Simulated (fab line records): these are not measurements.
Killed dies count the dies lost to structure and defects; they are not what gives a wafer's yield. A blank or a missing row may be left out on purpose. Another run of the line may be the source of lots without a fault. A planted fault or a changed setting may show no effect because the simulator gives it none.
fab line records | flow rit-cmos
record lots=6 wafers=18 last-day=7
route steps=202 shown M1@184
lots untouched by any fault: they come from a run of this same line in which no faults occurred
start-h: hours from the record's first day to the start of the lot's first wafer shown | wait-h: hours elapsed since this lot's preceding step | " same as the row above | L1.1+2: one row covering several wafers at once | - either no value or no given start | * or withheld: withheld | < > ~ a bound
route shown NAME@n: names a module that has steps shown in the file, with the first one's number in the route | usual: mean and standard deviation over wafers with no fault | same: alike in all rows | chamber/n: place in a boat | sites: readings site by site | _std_site: how widely they spread, as a standard deviation | _edge_site: outer sites' mean less inner sites' | radius-mm: for every site, how far away it sits from the centre of the wafer | mask NAME#n: copy n | behind: the tool/chamber that last shaped the wafer | hold: what put the lot on hold/how long, in hours/how the hold closed | device: the transistor (n, p or np) that didn't switch | end of line: tests run on the same wafers once the route is complete | a step with no rows: only its recipe | killed: dies that structure and defects cost at the first sort, which is not the same as the wafer's yield | map: dies across one wafer; x = killed, . = not, _ = none there
set.NAME: the setting as run; set.NAME@STEP: as run at that earlier step | model.NAME: the simulator's own value behind a step, which no gauge read
lots at some steps of the route; a table a step, a row a wafer
services: a tool's chamber out of use, with start hour (start-h, from the record's first day; less than 0 if before it), hours out, and reason
## steps
# step RIT_M1_SPUTTER_00
# recipe material=Al target-thk-nm=400 power-w=2000 chamber-pressure-pa=0.4 gas=Ar time-s=500 substrate-temp-c=25
# usual throttle-valve-pct=29.8/0.82
# columns lot.wafer tool chamber start-h wait-h throttle-valve-pct
L556.2 pvd-sputter-04 - 56.63 0.0 30.5
L556.4 " - " " 29.9
L556.6 " - " " 29.4
L563.1 pvd-sputter-02 - 88.68 0.0 29.1
L563.3 " - " " 28.6
L563.4 " - " " 31.2
L566.2 pvd-sputter-04 - 102.58 0.0 30.4
L566.3 " - " " 30.1
L566.5 " - " " 29.1
L569.3 pvd-sputter-02 - 119.14 0.0 28.7
L569.4 " - " " 29.3
L569.5 " - " " 31.1
L575.2 pvd-sputter-02 - 150.01 0.0 30.7
L575.4 " - " " 31.0
L575.5 " - " " 28.9
L578.1 pvd-sputter-03 - 163.85 0.0 30.7
L578.4 " - " " 28.2
L578.5 " - " " 28.1
# step RIT_M1_RS_MEAS_01
# recipe thk-meas-gauge=four-point-probe reads=Al_of_M1_SPUTTER_00
# usual M1_AL_RS=0.0734/0.0011
# columns lot.wafer tool chamber start-h wait-h M1_AL_RS[ohm/sq]
L556.2 film-metro-02 - 56.94 0.2 0.0722
L556.4 " - " " 0.0731
L556.6 " - " " 0.0719
L563.1 film-metro-03 - 88.98 0.1 0.0734
L563.3 " - " " 0.0736
L563.4 " - " " 0.0750
L566.2 film-metro-01 - 102.89 0.2 0.0722
L566.3 " - " " 0.0722
L566.5 " - " " 0.0718
L569.3 film-metro-02 - 119.47 0.2 0.0747
L569.4 " - " " 0.0749
L569.5 " - " " 0.0754
L575.2 film-metro-03 - 150.32 0.2 0.0722
L575.4 " - " " 0.0748
L575.5 " - " " 0.0735
L578.1 film-metro-01 - 164.14 0.1 0.0746
L578.4 " - " " 0.0739
L578.5 " - " " 0.0737
# step RIT_M1_THK_MEAS_02
# recipe thk-meas-gauge=xrf reads=Al_of_M1_SPUTTER_00
# usual M1_AL_THK=396/6.4
# columns lot.wafer tool chamber start-h wait-h M1_AL_THK[nm]
L556.2 film-metro-02 - 57.05 0.1 399
L556.4 " - " " 395
L556.6 " - " " 402
L563.1 film-metro-03 - 89.10 0.1 394
L563.3 " - " " 392
L563.4 " - " " 386
L566.2 film-metro-01 - 103.00 0.1 406
L566.3 " - " " 403
L566.5 " - " " 409
L569.3 film-metro-02 - 119.57 0.1 389
L569.4 " - " " 387
L569.5 " - " " 383
L575.2 film-metro-03 - 150.43 0.1 404
L575.4 " - " " 389
L575.5 " - " " 397
L578.1 film-metro-01 - 164.26 0.1 391
L578.4 " - " " 393
L578.5 " - " " 393
# step RIT_M1_HMDS_03
# recipe prime-time-s=60 prime-temp-c=140
# step RIT_M1_COAT_04
# recipe resist=NOVOLAK spin-rpm=2000 resist-thk-nm=1300
# step RIT_M1_SOFTBAKE_05
# recipe resist=NOVOLAK temp-c=90 time-s=60
# step RIT_M1_EXPOSE_06
# recipe mask-id=M12 na=0.6 source-shape=conventional sigma-outer=0.5 target-cd-nm=2600 dose-mj=253
# step RIT_M1_PEB_07
# recipe resist=NOVOLAK temp-c=withheld time-s=withheld
# step RIT_M1_DEVELOP_08
# recipe resist=NOVOLAK develop-time-s=68 dev-temp-c=23
# step RIT_M1_CD_MEAS_09
# recipe target-cd-nm=2600
# usual cd-nm=2599.3/2.2
# columns lot.wafer tool chamber start-h wait-h cd-nm
L556.2 cd-sem-01 - 58.31 - 2595.7
L556.4 " - " " 2595.3
L556.6 " - " " 2596.8
L563.1 cd-sem-01 - 90.20 - 2600.1
L563.3 " - " " 2599.7
L563.4 " - " " 2599.6
L566.2 cd-sem-02 - 104.08 - 2603.9
L566.3 " - " " 2604.6
L566.5 " - " " 2603.6
L569.3 cd-sem-01 - 120.66 - 2601.4
L569.4 " - " " 2598.1
L569.5 " - " " 2601.1
L575.2 cd-sem-02 - 151.46 - 2603.4
L575.4 " - " " 2602.2
L575.5 " - " " 2601.0
L578.1 cd-sem-02 - 165.20 - 2601.1
L578.4 " - " " 2597.5
L578.5 " - " " 2601.9
# step RIT_M1_OVL_MEAS_10
# usual M1_OVL=0.7/1.3
# columns lot.wafer tool chamber start-h wait-h M1_OVL[nm]
L556.2 overlay-02 - 58.42 0.1 0.1
L556.4 " - " " -1.5
L556.6 " - " " -1.4
L563.1 overlay-02 - 90.32 0.1 -1.4
L563.3 " - " " 2.0
L563.4 " - " " 0.8
L566.2 overlay-02 - 104.18 0.1 0.5
L566.3 " - " " 0.3
L566.5 " - " " 2.4
L569.3 overlay-02 - 120.75 0.1 -1.2
L569.4 " - " " -0.3
L569.5 " - " " 0.8
L575.2 overlay-01 - 151.57 0.1 0.9
L575.4 " - " " 0.4
L575.5 " - " " 2.4
L578.1 overlay-01 - 165.32 0.1 1.1
L578.4 " - " " -0.2
L578.5 " - " " -1.4
# step RIT_M1_HARDBAKE_11
# recipe resist=NOVOLAK temp-c=140 time-s=120
# step RIT_M1_METAL_ETCH_12
# recipe stop-on=SiO2 chemistry=Cl2/BCl3 target=Al time-s=165 over-etch-frac=0.5 pressure-mtorr=100 target-depth-a=6000 rf-w=250 Cl2_flow_sccm=60 bcl3-flow-sccm=50
# usual drypump-motor-current-A=5.7/0.45 oes-product-au=0.772/0.0088 rf-fwd-power-W=249.0/0.87 throttle-valve-pct=8.34/0.11
# columns lot.wafer tool chamber start-h wait-h drypump-motor-current-A oes-product-au rf-fwd-power-W rf-hours-counter-h throttle-valve-pct model.NOVOLAK_of_M1_COAT_04.thk-nm model.M1.cd-nm model.M1.feature-depth-nm
L556.2 rie-metal-02 0 58.70 0.2 5.9 0.775 248.7 36 8.34 799 2594 440.1
L556.4 " 0 " " 5.9 0.771 249.7 - 8.37 802.1 2594 434.2
L556.6 " 1 " " 5.4 0.788 246.9 - 8.26 812.5 2597 441.6
L563.1 rie-metal-01 1 90.61 0.2 5.8 0.769 250.0 1 8.39 801.1 2600 432.5
L563.3 " 1 " " 5.8 0.778 248.2 - 8.39 799.3 2601 431.7
L563.4 " 0 " " 6.5 0.754 250.7 - 8.21 800.8 2601 423.9
L566.2 rie-metal-01 1 104.46 0.2 5.8 0.785 425.1 1 8.38 571.3 2559 464.3
L566.3 " 0 " " 6.5 0.774 423.0 - 8.19 579.7 2560 463.6
L566.5 " 0 " " 6.5 0.781 424.0 - 8.19 571.6 2559 466.8
L569.3 rie-metal-01 1 121.08 0.2 5.8 0.772 423.0 - 8.41 570.9 2557 451
L569.4 " 0 " " 6.5 0.766 424.1 - 8.20 578.3 2554 448.8
L569.5 " 1 " " 5.8 0.763 423.3 - 8.39 580.1 2556 446
L575.2 rie-metal-04 0 151.85 0.2 5.1 0.777 249.7 3 8.54 793.9 2602 439.8
L575.4 " 0 " " 5.1 0.768 249.7 - 8.56 798.6 2600 425.9
L575.5 " 0 " " 5.1 0.767 249.8 - 8.55 791.5 2600 432.5
L578.1 rie-metal-04 0 165.61 0.2 5.0 0.761 250.2 4 8.54 795.6 2600 427.7
L578.4 " 1 " " 5.5 0.768 248.4 - 8.30 797.1 2596 431.5
L578.5 " 0 " " 5.0 0.761 249.3 - 8.54 801.1 2601 431.9
# step RIT_M1_STRIP_13
# recipe chemistry=nmp resist=NOVOLAK temp-c=80 time-s=600 dry=n2-spin
# step RIT_M1_STRIP_14
# recipe chemistry=O2 time-s=186.3 platen-temp-c=withheld power-w=500 pressure-mtorr=4000 o2-flow-sccm=4000
# usual drypump-motor-current-A=5.4/0.43
# columns lot.wafer tool chamber start-h wait-h drypump-motor-current-A rf-hours-counter-h
L556.2 plasma-asher-03 0 59.04 0.0 4.8 42
L556.4 " 0 " " 4.8 -
L556.6 " 0 " " 4.8 -
L563.1 plasma-asher-03 1 90.96 0.0 5.7 46
L563.3 " 0 " " 4.8 -
L563.4 " 1 " " 5.7 -
L566.2 plasma-asher-04 1 104.80 0.0 5.5 48
L566.3 " 1 " " 5.5 -
L566.5 " 1 " " 5.5 -
L569.3 plasma-asher-03 0 121.42 0.1 4.8 -
L569.4 " 1 " " 5.7 -
L569.5 " 1 " " 5.7 -
L575.2 plasma-asher-01 0 152.19 0.0 4.8 35
L575.4 " 1 " " 5.9 -
L575.5 " 1 " " 5.9 -
L578.1 plasma-asher-03 0 165.96 0.0 4.8 54
L578.4 " 0 " " 4.8 -
L578.5 " 1 " " 5.7 -
# step RIT_M1_CD_MEAS_90
# recipe target-cd-nm=2600
# usual cd-nm=2598.8/3
# columns lot.wafer tool chamber start-h wait-h cd-nm
L556.2 cd-sem-01 - 59.23 0.1 2593.3
L556.4 " - " " 2594.3
L556.6 " - " " 2597.2
L563.1 cd-sem-01 - 91.14 0.1 2600.1
L563.3 " - " " 2601.6
L563.4 " - " " 2601.0
L566.2 cd-sem-01 - 105.00 0.1 2558.6
L566.3 " - " " 2560.6
L566.5 " - " " 2559.3
L569.3 cd-sem-01 - 121.57 0.1 2557.1
L569.4 " - " " 2553.8
L569.5 " - " " 2555.9
L575.2 cd-sem-01 - 152.38 0.1 2602.0
L575.4 " - " " 2600.0
L575.5 " - " " 2600.2
L578.1 cd-sem-01 - 166.13 0.1 2600.0
L578.4 " - " " 2596.0
L578.5 " - " " 2600.7
# step RIT_M1_ANNEAL_15
# recipe temp-c=450 time-s=1800 ambient=forming_gas_H2N2
# step RIT_M1_PROBE_99
# usual defect-limited-yield=97.3/1.2 killed-at-contacts=0.1/0.31 killed-at-front-end=7/3.2 killed-dies=7/3.2 killed-open=3.6/2.1 killed-short=3.5/2.1 sort_bin_3_pad_short=0.1/0.21 sort_bin_5_function=1.6/0.88 sort_bin_6_memory=1.0/0.66 sort-n-pass=257/3.2 sort-yield-pct=97.3/1.2
# same gross-dies=264 killed_at_M0_to_M3=0 killed_at_M4_up=0 killed-at-back-side=0 killed-at-other=0
# columns lot.wafer tool chamber start-h wait-h defect-limited-yield[%] killed-at-contacts killed-at-front-end killed-dies killed-open killed-short sort_bin_3_pad_short[%] sort_bin_5_function[%] sort_bin_6_memory[%] sort-n-pass sort-yield-pct[%] model.etest.m1.width-nm model.etest.antenna-m1.gate-log10-a-cm2 model.etest.antenna-m1.vt-shift-v
L556.2 prober-01 - 61.00 0.1 98.5 0 4 4 1 3 0 1.5 0 260 98.5 2596 -6.567 -0.01015
L556.4 prober-01 - 61.10 0.2 98.1 0 5 5 3 2 0 1.5 0.4 259 98.1 2586 -6.461 -0.01673
L556.6 prober-01 - 61.20 0.2 98.1 0 5 5 4 1 0 1.1 0.8 259 98.1 2600 -6.741 -0.01244
L563.1 prober-01 - 92.88 0.1 96.2 0 10 10 3 7 0 2.7 1.1 254 96.2 2595 -6.548 -0.01329
L563.3 prober-01 - 92.98 0.2 94.7 0 14 14 2 12 0 3.0 2.3 250 94.7 2601 -6.577 -0.008714
L563.4 prober-01 - 93.03 0.2 95.8 1 10 11 3 8 0.4 2.3 1.5 253 95.8 2602 -6.387 -0.01334
L566.2 prober-02 - 106.77 0.1 94.3 0 15 15 10 5 0.4 3.8 1.5 249 94.3 2554 -3.147 -0.1001
L566.3 prober-02 - 106.82 0.2 97.0 0 8 8 3 5 0.4 1.9 0.8 256 97.0 2562 -3.769 -0.09816
L566.5 prober-02 - 106.92 0.2 98.1 0 5 5 3 2 0.4 0.8 0.8 259 98.1 2561 -3.422 -0.09491
L569.3 prober-01 - 123.77 0.2 98.1 0 5 5 3 2 0 0.8 1.1 259 98.1 2556 -3.769 -0.1042
L569.4 prober-01 - 123.82 0.2 97.7 0 6 6 5 1 0 0.8 1.5 258 97.7 2557 -3.766 -0.09571
L569.5 prober-01 - 123.87 0.2 97.0 0 8 8 4 4 0 2.7 0.4 256 97.0 2559 -3.956 -0.09988
L575.2 prober-01 - 154.94 0.1 97.7 0 6 6 5 1 0 1.9 0.4 258 97.7 2598 -6.304 -0.0084
L575.4 prober-01 - 155.04 0.2 97.7 0 6 6 2 4 0.4 1.5 0.4 258 97.7 2604 -6.071 -0.01207
L575.5 prober-01 - 155.09 0.2 97.7 0 6 6 4 2 0 0.4 1.9 258 97.7 2612 -5.875 -0.01211
L578.1 prober-02 - 167.87 0.1 99.2 0 2 2 0 2 0 0.4 0.4 262 99.2 2605 -5.631 -0.009911
L578.4 prober-02 - 168.02 0.2 97.0 0 8 8 3 5 0 2.7 0.4 256 97.0 2598 -5.782 -0.01046
L578.5 prober-02 - 168.07 0.2 95.1 0 13 13 5 8 0.4 3.8 0.8 251 95.1 2604 -5.617 -0.01059
# killed by level:class
L556.2 GATE:geometric-particle:short=2 FOX2:geometric-particle:open=1 FOX2:geometric-particle:short=1
L556.4 SPACER:geometric-particle:short=2 FOX1:geometric-particle:open=1 FOX2:geometric-particle:open=1 REOX:geometric-particle:open=1
L556.6 GATE:geometric-particle:open=3 REOX:geometric-particle:short=1 REOX:geometric-particle:open=1
L563.1 FOX2:geometric-particle:short=2 GATE:geometric-particle:open=2 SPACER:geometric-particle:short=2 GATE:geometric-particle:short=1 REOX:geometric-particle:short=1 REOX:geometric-particle:open=1 SILICIDE:geometric-particle:short=1
L563.3 GATE:geometric-particle:short=3 SILICIDE:geometric-particle:short=3 FOX1:geometric-particle:short=2 REOX:geometric-particle:short=2 SPACER:geometric-particle:short=2 GATE:geometric-particle:open=1 SPACER:geometric-particle:open=1
L563.4 GATE:geometric-particle:open=3 REOX:geometric-particle:short=2 SPACER:geometric-particle:short=2 FOX1:geometric-particle:short=1 GATE:geometric-particle:short=1 SILICIDE:geometric-particle:short=1 CONTACT:geometric-particle:short=1
L566.2 GATE:geometric-particle:open=6 GATE:geometric-particle:short=5 REOX:geometric-particle:open=2 FOX1:geometric-particle:open=1 SILICIDE:geometric-particle:open=1
L566.3 GATE:geometric-particle:short=2 FOX1:geometric-particle:open=1 FOX1:geometric-particle:short=1 GATE:geometric-particle:open=1 REOX:geometric-particle:open=1 REOX:geometric-particle:short=1 SPACER:geometric-particle:short=1
L566.5 FOX1:geometric-particle:short=2 FOX1:geometric-particle:open=1 REOX:geometric-particle:open=1 SILICIDE:geometric-particle:open=1
L569.3 GATE:geometric-particle:open=3 FOX1:geometric-particle:short=2
L569.4 FOX1:geometric-particle:open=2 GATE:geometric-particle:open=2 FOX2:geometric-particle:short=1 SPACER:geometric-particle:open=1
L569.5 GATE:geometric-particle:open=2 SPACER:geometric-particle:short=2 FOX2:geometric-particle:short=1 GATE:geometric-particle:short=1 REOX:geometric-particle:open=1 SPACER:geometric-particle:open=1
L575.2 FOX1:geometric-particle:open=2 FOX2:geometric-particle:open=1 FOX2:geometric-particle:short=1 GATE:geometric-particle:open=1 SPACER:geometric-particle:open=1
L575.4 FOX1:geometric-particle:open=1 FOX1:geometric-particle:short=1 FOX2:geometric-particle:short=1 REOX:geometric-particle:short=1 SILICIDE:geometric-particle:open=1 SILICIDE:geometric-particle:short=1
L575.5 FOX1:geometric-particle:open=2 FOX1:geometric-particle:short=1 GATE:geometric-particle:short=1 SPACER:geometric-particle:open=1 SILICIDE:geometric-particle:open=1
L578.1 GATE:geometric-particle:short=2
L578.4 GATE:geometric-particle:short=4 GATE:geometric-particle:open=3 SPACER:geometric-particle:short=1
L578.5 REOX:geometric-particle:short=4 FOX1:geometric-particle:open=3 FOX1:geometric-particle:short=2 GATE:geometric-particle:open=1 SPACER:geometric-particle:short=1 SPACER:geometric-particle:open=1 SILICIDE:geometric-particle:short=1
## services
# columns tool chamber start-h hours kind
pvd-sputter-03 - 46.65 8.4 repair
pvd-sputter-04 - 48.98 4.7 repair
plasma-asher-04 - 54.47 2.2 repair
pvd-sputter-04 - 58.62 0.5 repair
rie-metal-04 - 64.87 0.9 repair
pvd-sputter-03 - 65.27 1.1 repair
plasma-asher-01 - 70.32 15.6 pm
pvd-sputter-04 - 72.06 4.4 repair
plasma-asher-04 - 108.75 9.0 pm
plasma-asher-04 0 108.75 9.0 vent-cycle
plasma-asher-04 1 108.75 9.0 vent-cycle
rie-metal-04 0 115.04 17.4 repair
plasma-asher-04 0 117.75 - clean
plasma-asher-04 1 117.75 - clean
rie-metal-04 1 121.73 6.4 repair
rie-metal-02 - 126.14 0.7 repair
rie-metal-02 - 136.12 20.0 pm
rie-metal-02 0 136.12 20.0 vent-cycle
rie-metal-02 1 136.12 20.0 vent-cycle
rie-metal-01 - 151.04 1.2 repair
rie-metal-02 0 156.12 - clean
rie-metal-02 1 156.12 - clean
## key
first-sign step=RIT_M1_METAL_ETCH_12 reading=rf-fwd-power-W direction=up sigmas=99+ usual=249.0 struck=423.7
effect step=RIT_M1_CD_MEAS_90 reading=cd-nm direction=down sigmas=14 usual=2598.8 struck=2557.6
model-effect step=RIT_M1_METAL_ETCH_12 value=NOVOLAK_of_M1_COAT_04.thk-nm without=808.1 struck=575.3
model-effect step=RIT_M1_PROBE_99 value=etest.m1.width-nm without=2604 struck=2558
met-at RIT_M1_METAL_ETCH_12
struck-wafers L566.2,L566.3,L566.5,L569.3,L569.4,L569.5
onset-between 90.61 104.46
fault kind=process-parameter-drift tool=rie-metal-01 chamber=- onset-h=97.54 steps=RIT_M1_METAL_ETCH_12 channel=rf-w offset=175 shape=step end-h=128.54 stated=250
